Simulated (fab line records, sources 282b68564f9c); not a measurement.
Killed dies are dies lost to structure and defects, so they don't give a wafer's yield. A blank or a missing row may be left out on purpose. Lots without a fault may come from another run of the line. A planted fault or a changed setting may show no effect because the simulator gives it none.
A struck lot beside a sound one | flow rit_cmos | 14 steps out of a route of 202
Sound: wafers L920.1, L920.2, L920.6. Struck: wafers L930.3, L930.4, L930.6. The cause comes at the end.
At each step with rows: each side's tool, then ch and its chambers, then its first start. Under that, the readings that differ: sound wafers | struck wafers | difference of the means | sigmas: that difference in standard deviations of wafers without a fault.
alike: readings whose means differ by less than 2 such deviations, and words and numbers that are the same on both sides. not compared: withheld readings, readings that some wafer has no value for, bounds like >300 that may hide the same value, and numbers for which the record gives no deviation and whose values overlap.
The two part at a step that has a row with sigmas, a row that says differs or no value, or rows on one side only. Numbers that don't overlap but have no deviation are shown without sigmas and don't part them. A reading that every wafer of one side lacks parts them only if that side has two wafers or more.

first, 1 step without rows for these wafers: RIT_CONTACT_HARDBAKE_10 (time 60 s).
RIT_CONTACT_ETCH_11: etches SiO2 in CHF3/CF4/Ar, stops on TiSi2, target depth 480 nm, time 320 s.
  sound on rie_diel-03 ch 1,2, day 5 04:25; struck on rie_diel-03 ch 0,1,3, day 7 04:10
  alike: drypump_motor_current_A, mfc_ar_sccm, oes_product_au, throttle_valve_pct
  not compared: rf_hours_counter_h
RIT_CONTACT_STRIP_12: strips in O2, time 180 s.
  sound on plasma_asher-01 ch 0,1, day 5 04:37; struck on plasma_asher-02 ch 0,1, day 7 04:25
  alike: drypump_motor_current_A
  not compared: rf_hours_counter_h
RIT_CONTACT_CD_MEAS_90: target cd 1000 nm.
  sound on cd_sem-01, day 5 04:47; struck on cd_sem-01, day 7 04:34
  alike: cd_nm
then, 2 steps without rows for these wafers: RIT_CONTACT_CLEAN_13 (cleans in SC1, time 600 s); RIT_CONTACT_CLEAN_14 (cleans in SC2, time 600 s).
RIT_M1_SPUTTER_00: material Al, target thk 400 nm, time 500 s.
  sound on pvd_sputter-03, day 5 05:16; struck on pvd_sputter-03, day 7 05:01
  alike: cathode_dc_power_W, throttle_valve_pct
RIT_M1_RS_MEAS_01: measures by four-point-probe.
  sound on film_metro-03, day 5 05:34; struck on film_metro-02, day 7 05:21
  alike: M1_AL_RS
RIT_M1_THK_MEAS_02: measures by xrf.
  sound on film_metro-03, day 5 05:41; struck on film_metro-02, day 7 05:27
  alike: M1_AL_THK
then, 3 steps without rows for these wafers: RIT_M1_HMDS_03 (prime time 60 s); RIT_M1_COAT_04 (resist thk 1300 nm); RIT_M1_SOFTBAKE_05 (time 60 s).
RIT_M1_EXPOSE_06: exposes mask M12, target cd 2600 nm.
  sound on iline_stepper-01 ch 0, day 5 06:12; struck on iline_stepper-01, day 7 06:07
  no value came back on the struck wafers for exposure_dose_mJ_cm2, focus_offset_nm (nm), na, stage_vel_mm_s (mm/s); on the sound wafers exposure_dose_mJ_cm2 reads 250.31 249.90 249.84
  alike: mask
then, 1 step without rows for these wafers: RIT_M1_PEB_07.

WHERE THEY PART
Only at RIT_M1_EXPOSE_06, within this record.

WHY: what the simulator had put in
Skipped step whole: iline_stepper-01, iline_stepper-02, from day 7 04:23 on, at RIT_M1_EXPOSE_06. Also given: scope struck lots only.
